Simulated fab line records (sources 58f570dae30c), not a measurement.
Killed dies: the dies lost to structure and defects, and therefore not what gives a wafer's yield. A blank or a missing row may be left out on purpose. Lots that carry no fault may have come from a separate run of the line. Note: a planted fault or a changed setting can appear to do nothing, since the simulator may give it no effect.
Split-lot experiment + flow berkeley cmos170 + on a route of 331 steps: 5 lots, 23 wafers read

## ABOUT THE SPLIT
At UCB170_V2_ETCH_14 (etches SiO2 in CHF3/CF4/Ar, stops on Al, target depth 1250 nm, time 291 s), the setting time s was moved away from the recipe's 291 s on 9 of the 23 wafers read, by +10.9% to +14.4%. The other wafers ran this setting at the recipe's value.

Reading taken at the split's own step.

## THE READING
KrF_of_V2_COAT_07.thk nm (the simulator's own value, which no gauge read), in nm, at UCB170_V2_ETCH_14 (etches SiO2 in CHF3/CF4/Ar, stops on Al, target depth 1250 nm, time 291 s). The file does not state a usual value for it. The 14 wafers here that ran the recipe average 615.7 nm, standard deviation 9 nm.

| wafer  | tool, chamber at the split | time s as run, s | against the recipe | KrF_of_V2_COAT_07.thk nm, nm | against lot-mates on the recipe |
|--------|----------------------------|------------------|--------------------|------------------------------|---------------------------------|
| L076.1 | rie diel-03, 1             | 323.8            | +11.3%             | 579.9                        | -25.5                           |
| L076.2 | rie diel-03, 2             | 291              | recipe             | 610.1                        | -                               |
| L076.3 | rie diel-03, 3             | 291              | recipe             | 600.6                        | -                               |
| L076.4 | rie diel-03, 0             | 323.8            | +11.3%             | 582.9                        | -22.5                           |
| L076.6 | rie diel-03, 0             | 323.8            | +11.3%             | 571                          | -34.4                           |
| L082.2 | rie diel-04, 0             | 291              | recipe             | 622.3                        | -                               |
| L082.3 | rie diel-04, 1             | 291              | recipe             | 618.8                        | -                               |
| L082.4 | rie diel-04, 2             | 291              | recipe             | 613.1                        | -                               |
| L082.5 | rie diel-04, 1             | 291              | recipe             | 618.1                        | -                               |
| L082.6 | rie diel-04, 0             | 291              | recipe             | 625.3                        | -                               |
| L079.2 | rie diel-01, 2             | 322.7            | +10.9%             | 581.6                        | -39.7                           |
| L079.3 | rie diel-01, 3             | 291              | recipe             | 611.4                        | -                               |
| L079.4 | rie diel-01, 1             | 322.7            | +10.9%             | 602.6                        | -18.7                           |
| L079.5 | rie diel-01, 1             | 291              | recipe             | 631.3                        | -                               |
| L079.6 | rie diel-01, 0             | 322.7            | +10.9%             | 581.7                        | -39.6                           |
| L080.2 | rie diel-04, 1             | 291              | recipe             | 608.9                        | -                               |
| L080.3 | rie diel-04, 0             | 291              | recipe             | 609.8                        | -                               |
| L080.4 | rie diel-04, 3             | 291              | recipe             | 609.2                        | -                               |
| L085.1 | rie diel-04, 3,0           | 333              | +14.4%             | 575.3                        | -45.0                           |
| L085.2 | rie diel-04, 3,0           | 333              | +14.4%             | 575.3                        | -45.0                           |
| L085.4 | rie diel-04, 2             | 333              | +14.4%             | 591                          | -29.2                           |
| L085.5 | rie diel-04, 2             | 291              | recipe             | 608.3                        | -                               |
| L085.6 | rie diel-04, 1             | 291              | recipe             | 632.2                        | -                               |
If several chambers appear in one row, that row covers several wafers at once and the file leaves open which wafer was in which chamber.

THE FIT
A straight line over all 23 wafers: KrF_of_V2_COAT_07.thk nm changes by -2.69 nm for each +1% of time s; r = -0.87; the points scatter about the line by 9.5 nm.
The same after taking each lot's own level away (the mean of its wafers on the recipe; 23 wafers): -2.73 nm for each +1%; r = -0.92; scatter 7.6 nm.
According to that fit, moving time s by its largest amount changes the reading by 39 nm.
The lots' own levels span 605.35 to 621.35 nm, that is 1.8 times the standard deviation above.
The two slopes agree, so the slope changes little with the lot-to-lot level.
Check: for one of the wafers moved furthest among these (+14.4%), held out of the fit, the line's prediction against its lot-mates is -38.4 nm. It came out at -45 nm against them.

## ADDITIONAL SPLITS CARRIED BY THESE WAFERS
Note: prior to the reading, these wafers also went through further splits. Each is held against what the fit with the lots' levels taken away leaves over:
| other split on the same wafers | wafers away from the commonest value | r with KrF_of_V2_COAT_07.thk nm (lot level and that fit taken away) |
|--------------------------------|--------------------------------------|---------------------------------------------------------------------|
| UCB170_M2_METAL_ETCH_18 time s | 11                                   | -0.11                                                               |
| UCB170_V2_COAT_07 spin rpm     | 6                                    | -0.67                                                               |

## THE WHOLE CHAIN: every reading that the file lists as answering this split, in the file's order
| step               | what it does                                                              | reading                                                                   | change (the file's fit)              | r (the file's) |
|--------------------|---------------------------------------------------------------------------|---------------------------------------------------------------------------|--------------------------------------|----------------|
| UCB170_V2_ETCH_14  | etches SiO2 in CHF3/CF4/Ar, stops on Al, target depth 1250 nm, time 291 s | KrF_of_V2_COAT_07.thk nm (the simulator's own value, which no gauge read) | -2.73 nm for each +1% of the setting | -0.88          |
| UCB170_V2_STRIP_15 | strips in O2                                                              | strip time to endpoint s                                                  | withheld for each +1% of the setting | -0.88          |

## THE FILE'S OWN FIT
KrF_of_V2_COAT_07.thk nm changes by -2.73 nm for each +1% of time s, r = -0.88.
